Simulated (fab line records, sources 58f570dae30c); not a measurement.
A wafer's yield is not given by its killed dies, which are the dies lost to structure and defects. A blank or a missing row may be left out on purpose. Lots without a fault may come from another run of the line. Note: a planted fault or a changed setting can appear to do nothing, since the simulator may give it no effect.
Which of the tools did it? -- flow berkeleyCmos170 -- 14 lots, 42 wafers sampled, at 5 steps of a route of 331

== WHAT THE GAUGES READ, wafer by wafer ==
UCB170_PWELL_OVL_MEAS_13. Usual: PWELL_OVL typically reads 4 nm, with standard deviation 4.8.
lot,measured,on,PWELL_OVL (nm),flag
L829,day 3 08:27,overlay-02,-2 3 -3,
L830,day 3 08:49,overlay-01,2 1 2,
L832,day 3 14:57,overlay-02,1 7 6,
L833,day 4 06:05,overlay-01,-4 -2 2,
L834,day 4 06:11,overlay-02,9 8 15,
L835,day 4 12:49,overlay-01,15 13 8,
L837,day 4 12:52,overlay-01,-5 1 2,
L836,day 4 12:58,overlay-01,10 7 7,
L839,day 5 07:50,overlay-01,4 8 2,
L841,day 5 16:43,overlay-02,-2 6 3,
L843,day 5 22:14,overlay-01,6 -1 8,
L847,day 7 03:01,overlay-02,3 4 6,
L846,day 7 03:19,overlay-02,5 7 9,
L850,day 7 15:31,overlay-01,-1 -4 -2,

UCB170_M1_RS_MEAS_01: measures by four-point-probe. Usual: M1_AL_RS typically reads 0.0485 ohm/sq, with standard deviation 0.0007.
lot,measured,on,M1_AL_RS (ohm/sq),flag
L829,day 7 20:41,filmMetro-01,0.0484 0.0487 0.0479,
L830,day 7 10:55,filmMetro-02,0.0480 0.0476 0.0488,
L832,day 7 15:08,filmMetro-01,0.0486 0.0481 0.0488,
L833,day 8 08:53,filmMetro-02,0.0497 0.0491 0.0492,
L834,day 8 05:39,filmMetro-01,0.0485 0.0492 0.0484,
L835,day 8 19:25,filmMetro-03,0.0493 0.0493 0.0494,
L837,day 8 19:25,filmMetro-01,0.0472 0.0479 0.0484,
L836,day 8 19:17,filmMetro-02,0.0490 0.0489 0.0483,
L839,day 9 13:39,filmMetro-03,0.0478 0.0476 0.0475,
L841,day 10 04:49,filmMetro-03,0.0480 0.0485 0.0493,
L843,day 10 04:37,filmMetro-02,0.0477 0.0474 0.0475,
L847,day 11 01:45,filmMetro-02,0.0477 0.0477 0.0479,
L846,day 11 01:09,filmMetro-01,0.0488 0.0491 0.0487,
L850,day 11 12:35,filmMetro-01,0.0485 0.0494 0.0488,

UCB170_M1_THK_MEAS_02: measures by xrf. Usual: M1_AL_THK typically reads 620 nm, with standard deviation 9.1.
lot,measured,on,M1_AL_THK (nm),flag
L829,day 7 20:47,filmMetro-01,622 620 625,
L830,day 7 11:02,filmMetro-02,624 626 610,
L832,day 7 15:16,filmMetro-01,620 627 620,
L833,day 8 08:59,filmMetro-02,601 611 607,
L834,day 8 05:46,filmMetro-01,622 614 623,
L835,day 8 19:32,filmMetro-03,614 608 608,
L837,day 8 19:32,filmMetro-01,641 630 623,
L836,day 8 19:24,filmMetro-02,616 614 618,
L839,day 9 13:46,filmMetro-03,632 630 629,
L841,day 10 04:56,filmMetro-03,631 620 613,
L843,day 10 04:44,filmMetro-02,625 630 627,
L847,day 11 01:52,filmMetro-02,623 630 624,
L846,day 11 01:16,filmMetro-01,617 615 621,
L850,day 11 12:42,filmMetro-01,621 612 620,

== EACH LOT AND THE TOOL THAT RAN IT (in order: tool; ch and the chambers of the sampled wafers; start) ==
lot,UCB170_BACKSIDE_SOFTBAKE_02,UCB170_BACKSIDE_STRIP_03
L829,"lithoTrack-03 ch 0, day 7 11:14","plasmaAsher-01 ch 0,1, day 7 11:22"
L830,"lithoTrack-03 ch 0, day 7 04:20","plasmaAsher-03 ch 0,1, day 7 04:29"
L832,"lithoTrack-03 ch 0, day 7 08:19","plasmaAsher-01 ch 0,1, day 7 08:28"
L833,"lithoTrack-02 ch 0, day 8 01:15","plasmaAsher-04 ch 0,1, day 8 01:23"
L834,"lithoTrack-01 ch 0, day 7 22:23","plasmaAsher-04 ch 0,1, day 7 22:32"
L835,"lithoTrack-02 ch 0, day 8 09:10","plasmaAsher-03 ch 0,1, day 8 09:19"
L837,"lithoTrack-03 ch 0, day 8 09:22","plasmaAsher-01 ch 0,1, day 8 09:31"
L836,"lithoTrack-02 ch 0, day 8 08:43","plasmaAsher-04 ch 0, day 8 08:52"
L839,"lithoTrack-03 ch 0, day 9 07:26","plasmaAsher-01 ch 0,1, day 9 07:34"
L841,"lithoTrack-02 ch 0, day 9 19:49","plasmaAsher-01 ch 0,1, day 9 19:56"
L843,"lithoTrack-01 ch 0, day 9 19:44","plasmaAsher-04 ch 0,1, day 9 19:53"
L847,"lithoTrack-03 ch 0, day 10 17:46","plasmaAsher-01 ch 0,1, day 10 17:53"
L846,"lithoTrack-03 ch 0, day 10 18:13","plasmaAsher-04 ch 1, day 10 18:20"
L850,"lithoTrack-03 ch 0, day 11 05:53","plasmaAsher-04 ch 0,1, day 11 06:02"
- UCB170_BACKSIDE_SOFTBAKE_02: time 60 s.
- UCB170_BACKSIDE_STRIP_03: strips in O2.

== AS READ BY THE TOOLS THEMSELVES (means over the sampled wafers that have a number; for cases with no such wafer, the mark the record gives instead) ==
UCB170_BACKSIDE_SOFTBAKE_02. Usual: heaterPowerTotalW 56.80 W, standard deviation 0.051; plateTempC 130.02 C, standard deviation 0.13.
lot,tool,heaterPowerTotalW (W),plateTempC (C),flag
L829,lithoTrack-03,56.78,130.04,
L830,lithoTrack-03,56.79,129.93,
L832,lithoTrack-03,56.84,130.05,
L833,lithoTrack-02,56.78,130.17,
L834,lithoTrack-01,56.78,129.92,
L835,lithoTrack-02,56.84,129.99,
L837,lithoTrack-03,56.79,130.14,
L836,lithoTrack-02,56.77,130.10,
L839,lithoTrack-03,56.80,130.05,
L841,lithoTrack-02,56.87,129.83,
L843,lithoTrack-01,56.81,130.02,
L847,lithoTrack-03,56.79,129.99,
L846,lithoTrack-03,53.24,123.83,OFF
L850,lithoTrack-03,53.28,123.93,OFF

UCB170_BACKSIDE_STRIP_03. Usual: drypumpMotorCurrentA 5.7 A, standard deviation 0.46; oesProductAu 0.734 a.u., standard deviation 0.0046; stripTimeToEndpointS 21.98 s, standard deviation 0.062.
lot,tool,drypumpMotorCurrentA (A),oesProductAu (a.u.),stripTimeToEndpointS (s),flag
L829,plasmaAsher-01,5.9,0.730,21.87,
L830,plasmaAsher-03,5.1,0.741,21.96,
L832,plasmaAsher-01,5.9,0.732,21.99,
L833,plasmaAsher-04,5.6,0.730,22.04,
L834,plasmaAsher-04,5.5,0.734,22.02,
L835,plasmaAsher-03,5.1,0.731,22.04,
L837,plasmaAsher-01,6.2,0.736,21.93,
L836,plasmaAsher-04,5.5,0.738,22.06,
L839,plasmaAsher-01,5.9,0.735,21.97,
L841,plasmaAsher-01,6.2,0.736,22.01,
L843,plasmaAsher-04,5.5,0.736,21.99,
L847,plasmaAsher-01,5.9,0.734,21.99,
L846,plasmaAsher-04,5.6,0.735,22.21,OFF
L850,plasmaAsher-04,5.6,0.732,22.11,

== THE ANSWER, worked out from the rows above alone ==
Rule: a lot counts as off when the mean over its wafers that have a number is more than 3 standard deviations away from the usual mean. A lot without any number at a reading at which 4 lots or more have one is off too. The other lots that the step has rows for count as sound. The gauges are gone through in route order, then the tools' own readings, and for those a lot's mean is taken as printed above. The first step at which some lot is off is used, and at that step the reading that is off furthest; a lot without a number counts as furthest.
Off at UCB170_BACKSIDE_SOFTBAKE_02 (heaterPowerTotalW): L846, L850.
If a tool, at that step or one of the process steps before it, ran each lot that is off and ran no sound lot following the first of them, it fits. One fits: UCB170_BACKSIDE_SOFTBAKE_02 on lithoTrack-03. Its last sound lot is L847 (day 10 17:46), its first lot that is off L846 (day 10 18:13): a fault that began between those two fits.
The tool's own readings at UCB170_BACKSIDE_SOFTBAKE_02 bear it out: on the lots that are off they differ by more than 5 times the standard deviation of the sound lots' means. heaterPowerTotalW reads 53.26 W there against 56.80 W on the sound lots; plateTempC reads 123.88 C there against 130.02 C on the sound lots.

== WHAT THE SIMULATOR HAD INSERTED ==
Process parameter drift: lithoTrack-03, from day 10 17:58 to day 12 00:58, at UCB170_BACKSIDE_SOFTBAKE_02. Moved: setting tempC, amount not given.
Struck lots among those shown: L846, L850. The rule above found the same.
